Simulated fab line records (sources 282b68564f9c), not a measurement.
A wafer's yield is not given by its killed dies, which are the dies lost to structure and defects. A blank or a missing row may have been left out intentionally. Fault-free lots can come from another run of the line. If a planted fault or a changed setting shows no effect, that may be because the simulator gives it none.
fab line records ; flow rit_cmos
record lots=6; wafers=18; last_day=7
route steps=202 shown PSD@150 SDANNEAL@153 NSD@158 PLDD@159 NLDD@160 SILICIDE@161 M1@202
lots untouched by any fault: they come from a run of this same line in which no faults occurred
start_h: hours from the record's first day to the start of the lot's first wafer shown ; wait_h: hours since the lot's step before ; " same as the row above ; L1.1+2: one row covering several wafers at once ; - either no value or no given start ; * or withheld: withheld ; < > ~ a bound
route shown NAME@n: NAME is a module with steps in the file, n the number in the route of the first one ; usual: mean/standard deviation of fault-free wafers ; same: alike in all rows ; chamber/n: place in a boat ; sites: per-site readings ; _std_site: the values' standard deviation ; _edge_site: mean of outer sites minus mean of inner sites ; radius_mm: how far each site lies from the wafer's centre ; mask NAME#n: copy n ; behind: tool/chamber where the wafer was last shaped ; hold: why the lot went on hold/how many hours it stayed there/how the hold came to an end ; device: names the non-switching transistor (n, p or np) ; end of line: the tests these same wafers got at the end of their route ; where a step has no rows: the recipe by itself ; killed: the dies lost at the first sort to structure and to defects; this is not the yield of the wafer ; map: a wafer's dies, marking killed ones x, the rest . and places with no die _
set.NAME: the setting as run; set.NAME@STEP: as run at that earlier step ; model.NAME: the simulator's own value behind a step, which no gauge read
a table for each step, a row for each wafer; lots at some steps of the route
services: a tool's chamber out of use, with start hour (start_h, from the record's first day; less than 0 if before it), hours out, and reason
## steps
# step RIT_PSD_IMPLANT_08
# recipe species=BF2; energy_kev=27; dose_cm2=5e+15; tilt_deg=7
# step RIT_PSD_STRIP_09
# recipe chemistry=O2; time_s=180; resist=NOVOLAK; platen_temp_c=withheld; power_w=500; pressure_mtorr=4000; o2_flow_sccm=4000
# usual drypump_motor_current_A=5.6/0.61; o2_flow_sccm=4002/12
lot.wafer;tool;chamber;start_h;wait_h;drypump_motor_current_A;o2_flow_sccm;rf_hours_counter_h
L136.3;plasma_asher-03;1;56.43;0.1;6.7;4017;-
L136.4;plasma_asher-03;0;56.43;0.1;6.4;3978;-
L136.6;plasma_asher-03;1;56.43;0.1;6.7;4002;-
L139.1;plasma_asher-01;0;69.24;0.1;5.2;3991;28
L139.4;plasma_asher-01;1;69.24;0.1;5.7;3995;-
L139.5;plasma_asher-01;1;69.24;0.1;5.7;3995;-
L151.1;plasma_asher-04;0;131.15;0.1;5.4;4006;51
L151.5;plasma_asher-04;1;131.15;0.1;4.9;4031;-
L151.6;plasma_asher-04;0;131.15;0.1;5.4;3992;-
L153.2;plasma_asher-03;0;139.09;0.1;6.4;4013;47
L153.3;plasma_asher-03;1;139.09;0.1;6.7;4014;-
L153.4;plasma_asher-03;0;139.09;0.1;6.4;3999;-
L154.1;plasma_asher-01;0;144.54;0.1;5.2;4008;37
L154.3;plasma_asher-01;1;144.54;0.1;5.7;4000;-
L154.4;plasma_asher-01;0;144.54;0.1;5.2;4022;-
L158.1;plasma_asher-01;0;166.88;0.1;5.2;4003;39
L158.2;plasma_asher-01;1;166.88;0.1;5.7;4019;39
L158.5;plasma_asher-01;1;166.88;0.1;5.7;4012;-
# step RIT_PSD_TW_MEAS_10
# usual PSD_TW=3380/20
lot.wafer;tool;chamber;start_h;wait_h;PSD_TW
L136.3;film_metro-02;-;56.57;0.1;3417
L136.4;film_metro-02;-;56.57;0.1;3436
L136.6;film_metro-02;-;56.57;0.1;3409
L139.1;film_metro-04;-;69.41;0.1;3378
L139.4;film_metro-04;-;69.41;0.1;3365
L139.5;film_metro-04;-;69.41;0.1;3396
L151.1;film_metro-03;-;131.32;0.1;3366
L151.5;film_metro-03;-;131.32;0.1;3359
L151.6;film_metro-03;-;131.32;0.1;3357
L153.2;film_metro-03;-;139.28;0.1;3351
L153.3;film_metro-03;-;139.28;0.1;3347
L153.4;film_metro-03;-;139.28;0.1;3372
L154.1;film_metro-04;-;144.71;0.1;3371
L154.3;film_metro-04;-;144.71;0.1;3349
L154.4;film_metro-04;-;144.71;0.1;3384
L158.1;film_metro-04;-;167.06;0.1;3371
L158.2;film_metro-04;-;167.06;0.1;3388
L158.5;film_metro-04;-;167.06;0.1;3373
# step RIT_SDANNEAL_CLEAN_00
# recipe chemistry=SC1; mix=3:3:50; time_s=600; temp_c=75
# step RIT_SDANNEAL_CLEAN_01
# recipe chemistry=dHF; dilution=50:1; time_s=30
# step RIT_SDANNEAL_CLEAN_02
# recipe chemistry=SC2; mix=3:3:50; time_s=600; temp_c=75; dry=n2_spin
# step RIT_SDANNEAL_RTA_03
# recipe temp_c=1050; time_s=5; idle_temp_c=600; ramp_up_c_per_s=342; ramp_down_c_per_s=171; cool_to_c=600; ambient=N2
# usual ramp_up_c_per_s=342.00/0.055; wafer_temp_C_max=1053.5/1.2
lot.wafer;tool;chamber;start_h;wait_h;ramp_up_c_per_s;wafer_temp_C_max
L136.3;rtp_anneal-02;0;56.99;0.0;342.03;1052.0
L136.4;rtp_anneal-02;0;56.99;0.0;342.05;1053.4
L136.6;rtp_anneal-02;0;56.99;0.0;342.04;1051.5
L139.1;rtp_anneal-01;0;69.87;0.0;342.05;1053.9
L139.4;rtp_anneal-01;0;69.87;0.0;342.10;1056.9
L139.5;rtp_anneal-01;0;69.87;0.0;341.96;1053.5
L151.1;rtp_anneal-01;0;131.75;0.0;342.08;1052.1
L151.5;rtp_anneal-01;0;131.75;0.0;341.94;1055.5
L151.6;rtp_anneal-01;0;131.75;0.0;341.97;1051.1
L153.2;rtp_anneal-01;0;139.70;0.0;342.02;1053.6
L153.3;rtp_anneal-01;0;139.70;0.0;342.04;1055.7
L153.4;rtp_anneal-01;0;139.70;0.0;341.96;1052.5
L154.1;rtp_anneal-02;0;145.14;0.0;342.02;1052.9
L154.3;rtp_anneal-02;0;145.14;0.0;342.01;1054.9
L154.4;rtp_anneal-02;0;145.14;0.0;342.05;1056.5
L158.1;rtp_anneal-02;0;167.50;0.0;342.01;1054.4
L158.2;rtp_anneal-02;0;167.50;0.0;341.95;1052.1
L158.5;rtp_anneal-02;0;167.50;0.0;342.00;1054.0
# step RIT_SDANNEAL_RS_MEAS_04
# recipe thk_meas_gauge=four-point-probe
# usual PSD_RS=115.9/0.3
lot.wafer;tool;chamber;start_h;wait_h;PSD_RS[ohm/sq]
L136.3;film_metro-03;-;57.07;0.1;116.1
L136.4;film_metro-03;-;57.07;0.1;116.3
L136.6;film_metro-03;-;57.07;0.1;116.2
L139.1;film_metro-02;-;69.93;0.0;115.6
L139.4;film_metro-02;-;69.93;0.0;115.8
L139.5;film_metro-02;-;69.93;0.0;115.7
L151.1;film_metro-04;-;131.81;0.0;116.1
L151.5;film_metro-04;-;131.81;0.0;116.2
L151.6;film_metro-04;-;131.81;0.0;116.0
L153.2;film_metro-03;-;139.77;0.1;115.8
L153.3;film_metro-03;-;139.77;0.1;115.7
L153.4;film_metro-03;-;139.77;0.1;115.8
L154.1;film_metro-04;-;145.20;0.0;115.7
L154.3;film_metro-04;-;145.20;0.0;115.5
L154.4;film_metro-04;-;145.20;0.0;115.8
L158.1;film_metro-04;-;167.56;0.0;116.0
L158.2;film_metro-04;-;167.56;0.0;116.0
L158.5;film_metro-04;-;167.56;0.0;116.3
# step RIT_SDANNEAL_RS_MEAS_05
# recipe thk_meas_gauge=four-point-probe
# usual NSD_RS=84.53/0.3
lot.wafer;tool;chamber;start_h;wait_h;NSD_RS[ohm/sq]
L136.3;film_metro-03;-;57.19;0.1;84.53
L136.4;film_metro-03;-;57.19;0.1;84.24
L136.6;film_metro-03;-;57.19;0.1;84.71
L139.1;film_metro-02;-;70.05;0.1;84.72
L139.4;film_metro-02;-;70.05;0.1;84.85
L139.5;film_metro-02;-;70.05;0.1;84.42
L151.1;film_metro-04;-;131.93;0.1;84.19
L151.5;film_metro-04;-;131.93;0.1;84.60
L151.6;film_metro-04;-;131.93;0.1;84.56
L153.2;film_metro-03;-;139.89;0.1;84.75
L153.3;film_metro-03;-;139.89;0.1;84.31
L153.4;film_metro-03;-;139.89;0.1;84.46
L154.1;film_metro-04;-;145.32;0.1;84.79
L154.3;film_metro-04;-;145.32;0.1;84.90
L154.4;film_metro-04;-;145.32;0.1;84.76
L158.1;film_metro-04;-;167.68;0.1;84.75
L158.2;film_metro-04;-;167.68;0.1;84.64
L158.5;film_metro-04;-;167.68;0.1;84.89
# step RIT_SDANNEAL_RS_MEAS_06
# recipe thk_meas_gauge=four-point-probe
# usual PLDD_RS=178.5/0.6
lot.wafer;tool;chamber;start_h;wait_h;PLDD_RS[ohm/sq]
L136.3;film_metro-03;-;57.31;0.1;178.8
L136.4;film_metro-03;-;57.31;0.1;178.0
L136.6;film_metro-03;-;57.31;0.1;178.8
L139.1;film_metro-02;-;70.17;0.1;178.0
L139.4;film_metro-02;-;70.17;0.1;178.1
L139.5;film_metro-02;-;70.17;0.1;177.9
L151.1;film_metro-04;-;132.05;0.1;178.6
L151.5;film_metro-04;-;132.05;0.1;178.9
L151.6;film_metro-04;-;132.05;0.1;178.0
L153.2;film_metro-03;-;140.01;0.1;178.9
L153.3;film_metro-03;-;140.01;0.1;178.6
L153.4;film_metro-03;-;140.01;0.1;178.7
L154.1;film_metro-04;-;145.44;0.1;178.1
L154.3;film_metro-04;-;145.44;0.1;178.5
L154.4;film_metro-04;-;145.44;0.1;178.2
L158.1;film_metro-04;-;167.80;0.1;178.9
L158.2;film_metro-04;-;167.80;0.1;179.3
L158.5;film_metro-04;-;167.80;0.1;179.2
# step RIT_SDANNEAL_RS_MEAS_07
# recipe thk_meas_gauge=four-point-probe
# usual NLDD_RS=151.5/0.55
lot.wafer;tool;chamber;start_h;wait_h;NLDD_RS[ohm/sq]
L136.3;film_metro-03;-;57.43;0.1;151.0
L136.4;film_metro-03;-;57.43;0.1;150.6
L136.6;film_metro-03;-;57.43;0.1;150.7
L139.1;film_metro-02;-;70.29;0.1;151.2
L139.4;film_metro-02;-;70.29;0.1;150.8
L139.5;film_metro-02;-;70.29;0.1;150.9
L151.1;film_metro-04;-;132.17;0.1;152.5
L151.5;film_metro-04;-;132.17;0.1;152.8
L151.6;film_metro-04;-;132.17;0.1;153.0
L153.2;film_metro-03;-;140.13;0.1;150.7
L153.3;film_metro-03;-;140.13;0.1;150.6
L153.4;film_metro-03;-;140.13;0.1;151.2
L154.1;film_metro-04;-;145.56;0.1;152.0
L154.3;film_metro-04;-;145.56;0.1;151.1
L154.4;film_metro-04;-;145.56;0.1;151.8
L158.1;film_metro-04;-;167.92;0.1;151.4
L158.2;film_metro-04;-;167.92;0.1;151.5
L158.5;film_metro-04;-;167.92;0.1;152.1
# step RIT_SILICIDE_WET_ETCH_00
# recipe chemistry=BOE; target=SiO2; target_depth_nm=14; time_s=15; dry=n2_spin; dilution=10:1; temp_c=21.5
# step RIT_SILICIDE_SPUTTER_01
# recipe material=Ti; target_thk_nm=30; power_w=350; chamber_pressure_pa=0.667; gas=Ar; time_s=229.5; substrate_temp_c=25
# usual throttle_valve_pct=30.0/1
lot.wafer;tool;chamber;start_h;wait_h;throttle_valve_pct;model.Ti_of_SILICIDE_SPUTTER_01.thk_nm
L136.3;pvd_sputter-01;-;57.52;0.0;28.9;28.67
L136.4;pvd_sputter-01;-;57.52;0.0;31.8;28.67
L136.6;pvd_sputter-01;-;57.52;0.0;31.5;28.68
L139.1;pvd_sputter-04;-;70.43;0.0;28.8;28.92
L139.4;pvd_sputter-04;-;70.43;0.0;31.3;28.73
L139.5;pvd_sputter-04;-;70.43;0.0;31.4;28.76
L151.1;pvd_sputter-01;-;132.30;0.0;28.9;41.62
L151.5;pvd_sputter-01;-;132.30;0.0;28.8;41.67
L151.6;pvd_sputter-01;-;132.30;0.0;31.8;41.53
L153.2;pvd_sputter-01;-;140.24;0.0;28.1;41.39
L153.3;pvd_sputter-01;-;140.24;0.0;31.6;41.57
L153.4;pvd_sputter-01;-;140.24;0.0;29.1;41.32
L154.1;pvd_sputter-02;-;145.69;0.0;30.6;28.83
L154.3;pvd_sputter-02;-;145.69;0.0;30.7;29.04
L154.4;pvd_sputter-02;-;145.69;0.0;30.0;28.65
L158.1;pvd_sputter-02;-;168.05;0.0;31.0;29.19
L158.2;pvd_sputter-02;-;168.05;0.0;29.9;29.18
L158.5;pvd_sputter-02;-;168.05;0.0;30.7;29.19
# step RIT_SILICIDE_RS_MEAS_02
# recipe thk_meas_gauge=four-point-probe; reads=Ti_of_SILICIDE_SPUTTER_01
# usual SILICIDE_TI_RS=50.9/0.73
lot.wafer;tool;chamber;start_h;wait_h;SILICIDE_TI_RS[ohm/sq]
L136.3;film_metro-02;-;57.71;0.1;50.5
L136.4;film_metro-02;-;57.71;0.1;50.5
L136.6;film_metro-02;-;57.71;0.1;50.5
L139.1;film_metro-01;-;70.58;0.1;50.1
L139.4;film_metro-01;-;70.58;0.1;50.6
L139.5;film_metro-01;-;70.58;0.1;50.6
L151.1;film_metro-01;-;132.45;0.1;31.9
L151.5;film_metro-01;-;132.45;0.1;31.9
L151.6;film_metro-01;-;132.45;0.1;31.9
L153.2;film_metro-01;-;140.41;0.1;32.1
L153.3;film_metro-01;-;140.41;0.1;32.0
L153.4;film_metro-01;-;140.41;0.1;32.2
L154.1;film_metro-01;-;145.84;0.1;50.3
L154.3;film_metro-01;-;145.84;0.1;49.8
L154.4;film_metro-01;-;145.84;0.1;50.8
L158.1;film_metro-01;-;168.20;0.1;49.5
L158.2;film_metro-01;-;168.20;0.1;49.6
L158.5;film_metro-01;-;168.20;0.1;49.5
# step RIT_SILICIDE_THK_MEAS_03
# recipe thk_meas_gauge=xrf; reads=Ti_of_SILICIDE_SPUTTER_01
# usual SILICIDE_TI_THK=28.6/0.33
lot.wafer;tool;chamber;start_h;wait_h;SILICIDE_TI_THK[nm]
L136.3;film_metro-02;-;57.81;0.1;28.5
L136.4;film_metro-02;-;57.81;0.1;28.4
L136.6;film_metro-02;-;57.81;0.1;28.3
L139.1;film_metro-01;-;70.70;0.1;29.0
L139.4;film_metro-01;-;70.70;0.1;28.8
L139.5;film_metro-01;-;70.70;0.1;28.8
L151.1;film_metro-01;-;132.57;0.1;41.7
L151.5;film_metro-01;-;132.57;0.1;41.9
L151.6;film_metro-01;-;132.57;0.1;41.7
L153.2;film_metro-01;-;140.52;0.1;41.5
L153.3;film_metro-01;-;140.52;0.1;41.7
L153.4;film_metro-01;-;140.52;0.1;41.4
L154.1;film_metro-01;-;145.96;0.1;28.9
L154.3;film_metro-01;-;145.96;0.1;29.1
L154.4;film_metro-01;-;145.96;0.1;28.7
L158.1;film_metro-01;-;168.32;0.1;29.2
L158.2;film_metro-01;-;168.32;0.1;29.0
L158.5;film_metro-01;-;168.32;0.1;29.1
# step RIT_SILICIDE_RTA_04
# recipe temp_c=650; time_s=10; idle_temp_c=25; ramp_up_s=5; ramp_down_s=5; cool_to_c=25; ambient=N2
# usual wafer_temp_C_max=653.1/1.2
lot.wafer;tool;chamber;start_h;wait_h;wafer_temp_C_max
L136.3;rtp_anneal-01;0;57.88;0.1;653.9
L136.4;rtp_anneal-01;0;57.88;0.1;653.9
L136.6;rtp_anneal-01;0;57.88;0.1;653.4
L139.1;rtp_anneal-02;0;70.76;0.1;651.9
L139.4;rtp_anneal-02;0;70.76;0.1;652.4
L139.5;rtp_anneal-02;0;70.76;0.1;652.7
L151.1;rtp_anneal-02;0;132.63;0.1;652.5
L151.5;rtp_anneal-02;0;132.63;0.1;652.2
L151.6;rtp_anneal-02;0;132.63;0.1;652.0
L153.2;rtp_anneal-02;0;140.59;0.1;651.9
L153.3;rtp_anneal-02;0;140.59;0.1;653.3
L153.4;rtp_anneal-02;0;140.59;0.1;651.8
L154.1;rtp_anneal-01;0;146.02;0.1;653.8
L154.3;rtp_anneal-01;0;146.02;0.1;654.3
L154.4;rtp_anneal-01;0;146.02;0.1;653.8
L158.1;rtp_anneal-01;0;168.38;0.1;653.4
L158.2;rtp_anneal-01;0;168.38;0.1;654.3
L158.5;rtp_anneal-01;0;168.38;0.1;654.8
# step RIT_M1_PROBE_99
# usual killed_at_front_end=7/3.1; killed_dies=7/3.1; killed_open=3.5/2.1; killed_short=3.5/2
# same gross_dies=264; killed_at_M0_to_M3=0; killed_at_M4_up=0; killed_at_back_side=0; killed_at_contacts=0; killed_at_other=0
lot.wafer;tool;chamber;start_h;wait_h;killed_at_front_end;killed_dies;killed_open;killed_short;model.etest.nmos_0p15.r_on_ohm_um;model.etest.npoly_line.line_ohm_um;model.etest.ppoly_line.line_ohm_um;model.etest.contact_pplus.end_ohm_um;model.etest.contact_nplus.end_ohm_um;model.etest.ppoly_line.width_nm;model.etest.npoly_line.width_nm;model.etest.pmos_0p15.gate_log10_a_cm2
L136.3;prober-02;-;64.39;0.2;7;7;3;4;1133;177.6;169;40.85;40.21;100.4;99.73;-7.636
L136.4;prober-02;-;64.44;0.2;14;14;8;6;1138;174.3;169.9;42.8;40.67;102;101.1;-8.055
L136.6;prober-02;-;64.54;0.2;5;5;3;2;1115;172.7;167.6;41.71;39.43;102.2;101.6;-7.653
L139.1;prober-01;-;78.57;0.1;14;14;10;4;1186;168.7;162.1;42.76;40.1;104.5;104;-7.8
L139.4;prober-01;-;78.72;0.2;7;7;5;2;1162;173.3;164.8;41.81;38.33;102.8;102.3;-7.859
L139.5;prober-01;-;78.77;0.2;11;11;6;5;1143;171.1;164.8;42.37;40.12;102.8;102.4;-7.481
L151.1;prober-01;-;139.30;0.1;7;7;5;2;1204;150;146.2;60.69;57.95;93.17;92.73;-3.037
L151.5;prober-01;-;139.50;0.2;4;4;3;1;1172;147.8;139.8;61.75;54.88;95.44;94.81;-3.013
L151.6;prober-01;-;139.55;0.2;6;6;2;4;1231;150;145.9;61.53;58.75;93.66;93.13;-3.082
L153.2;prober-01;-;147.26;0.1;14;14;9;5;1239;146.5;142.6;61.93;59.71;95.6;94.97;-3.153
L153.3;prober-01;-;147.31;0.2;8;8;6;2;1190;149.3;144.6;63.14;60.95;93.45;92.16;-3.06
L153.4;prober-01;-;147.36;0.2;9;9;4;5;1210;146.2;140.7;61.85;57.45;95.8;95.06;-3.193
L154.1;prober-02;-;152.61;0.1;8;8;5;3;1140;169.6;161.8;42.16;40.13;103.7;103.8;-7.166
L154.3;prober-02;-;152.71;0.2;7;7;4;3;1112;171.3;167.6;43.28;40.49;101.8;100.4;-7.334
L154.4;prober-02;-;152.76;0.2;4;4;3;1;1131;174.6;168.8;42.86;39.22;101.4;101.3;-7.559
L158.1;prober-01;-;175.09;0.1;5;5;3;2;1187;168.3;160.5;42.54;41.62;104.8;103.3;-7.587
L158.2;prober-01;-;175.14;0.1;8;8;3;5;1157;168.7;167.2;43.35;39.99;102.5;101.2;-7.691
L158.5;prober-01;-;175.29;0.2;3;3;3;0;1165;169.5;160.2;42.21;41.02;103.1;102.9;-7.806
# killed by level:class
L136.3 FOX1:geometric_particle:open=2 REOX:geometric_particle:short=2 FOX2:geometric_particle:short=1 GATE:geometric_particle:short=1 SPACER:geometric_particle:open=1
L136.4 FOX1:geometric_particle:open=3 GATE:geometric_particle:open=3 SPACER:geometric_particle:short=3 FOX1:geometric_particle:short=2 GATE:geometric_particle:short=1 REOX:geometric_particle:open=1 SPACER:geometric_particle:open=1
L136.6 FOX1:geometric_particle:short=1 GATE:geometric_particle:open=1 REOX:geometric_particle:short=1 REOX:geometric_particle:open=1 SPACER:geometric_particle:open=1
L139.1 GATE:geometric_particle:open=5 FOX2:geometric_particle:open=3 GATE:geometric_particle:short=2 SILICIDE:geometric_particle:open=2 FOX1:geometric_particle:short=1 FOX2:geometric_particle:short=1
L139.4 GATE:geometric_particle:open=3 FOX1:geometric_particle:open=1 GATE:geometric_particle:short=1 SPACER:geometric_particle:short=1 SPACER:geometric_particle:open=1
L139.5 GATE:geometric_particle:short=3 REOX:geometric_particle:open=2 SILICIDE:geometric_particle:open=2 GATE:geometric_particle:open=1 SPACER:geometric_particle:short=1 SPACER:geometric_particle:open=1 SILICIDE:geometric_particle:short=1
L151.1 SPACER:geometric_particle:open=2 FOX1:geometric_particle:short=1 FOX1:geometric_particle:open=1 FOX2:geometric_particle:open=1 GATE:geometric_particle:open=1 SPACER:geometric_particle:short=1
L151.5 FOX1:geometric_particle:open=2 GATE:geometric_particle:short=1 GATE:geometric_particle:open=1
L151.6 FOX1:geometric_particle:short=2 FOX1:geometric_particle:open=1 FOX2:geometric_particle:short=1 SPACER:geometric_particle:open=1 SPACER:geometric_particle:short=1
L153.2 SPACER:geometric_particle:open=4 GATE:geometric_particle:open=2 SILICIDE:geometric_particle:open=2 FOX1:geometric_particle:short=1 FOX2:geometric_particle:short=1 FOX2:geometric_particle:open=1 GATE:geometric_particle:short=1 SPACER:geometric_particle:short=1
L153.3 SILICIDE:geometric_particle:open=4 SPACER:geometric_particle:open=2 FOX2:geometric_particle:short=1 SPACER:geometric_particle:short=1
L153.4 FOX2:geometric_particle:open=2 GATE:geometric_particle:short=2 SILICIDE:geometric_particle:short=2 GATE:geometric_particle:open=1 REOX:geometric_particle:short=1 SILICIDE:geometric_particle:open=1
L154.1 SPACER:geometric_particle:open=2 FOX1:geometric_particle:open=1 GATE:geometric_particle:open=1 GATE:geometric_particle:short=1 SPACER:geometric_particle:short=1 SILICIDE:geometric_particle:open=1 SILICIDE:geometric_particle:short=1
L154.3 FOX1:geometric_particle:open=2 REOX:geometric_particle:short=2 REOX:geometric_particle:open=1 SPACER:geometric_particle:short=1 SPACER:geometric_particle:open=1
L154.4 FOX1:geometric_particle:open=1 FOX2:geometric_particle:open=1 GATE:geometric_particle:open=1 GATE:geometric_particle:short=1
L158.1 GATE:geometric_particle:open=3 GATE:geometric_particle:short=1 SILICIDE:geometric_particle:short=1
L158.2 GATE:geometric_particle:short=4 GATE:geometric_particle:open=2 SPACER:geometric_particle:short=1 SPACER:geometric_particle:open=1
L158.5 GATE:geometric_particle:open=2 REOX:geometric_particle:open=1
## services
tool;chamber;start_h;hours;kind
pvd_sputter-02;-;37.68;3.3;repair
pvd_sputter-01;-;44.00;1.7;repair
pvd_sputter-02;-;49.36;1.4;repair
pvd_sputter-02;-;66.16;9.6;repair
plasma_asher-04;-;68.29;2.8;pm
pvd_sputter-02;-;68.66;1.0;repair
plasma_asher-03;-;93.48;28.1;pm
pvd_sputter-01;-;108.29;1.8;repair
pvd_sputter-04;-;116.17;3.9;repair
plasma_asher-03;-;144.28;5.9;repair
pvd_sputter-04;-;158.75;11.4;repair
## key
first_sign step=RIT_SILICIDE_RS_MEAS_02; reading=SILICIDE_TI_RS; direction=down; sigmas=26; usual=50.9; struck=32.0
effect step=RIT_SILICIDE_THK_MEAS_03; reading=SILICIDE_TI_THK; direction=up; sigmas=39; usual=28.6; struck=41.6
model_effect step=RIT_SILICIDE_SPUTTER_01; value=Ti_of_SILICIDE_SPUTTER_01.thk_nm; without=28.61; struck=41.52
model_effect step=RIT_M1_PROBE_99; value=etest.nmos_0p15.r_on_ohm_um; without=1149; struck=1208
met_at RIT_SILICIDE_SPUTTER_01
struck_wafers L151.1,L151.5,L151.6,L153.2,L153.3,L153.4
tester_left_out L151,L153
onset_between 57.52 132.30
also_fits RIT_SDANNEAL_RTA_03:rtp_anneal-01
fault kind=process_parameter_drift; tool=pvd_sputter-01; chamber=-; onset_h=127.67; steps=RIT_SILICIDE_SPUTTER_01; channel=target_thk_nm; offset=13.5; shape=step; end_h=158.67; stated=30
# tester_left_out: of these lots the tester's yield and bins aren't shown, on N5 and GAA mostly nor the transistor test; their killed dies are dies lost to structure and defects alone, not to doping, threshold or leakage, so they don't give the yield
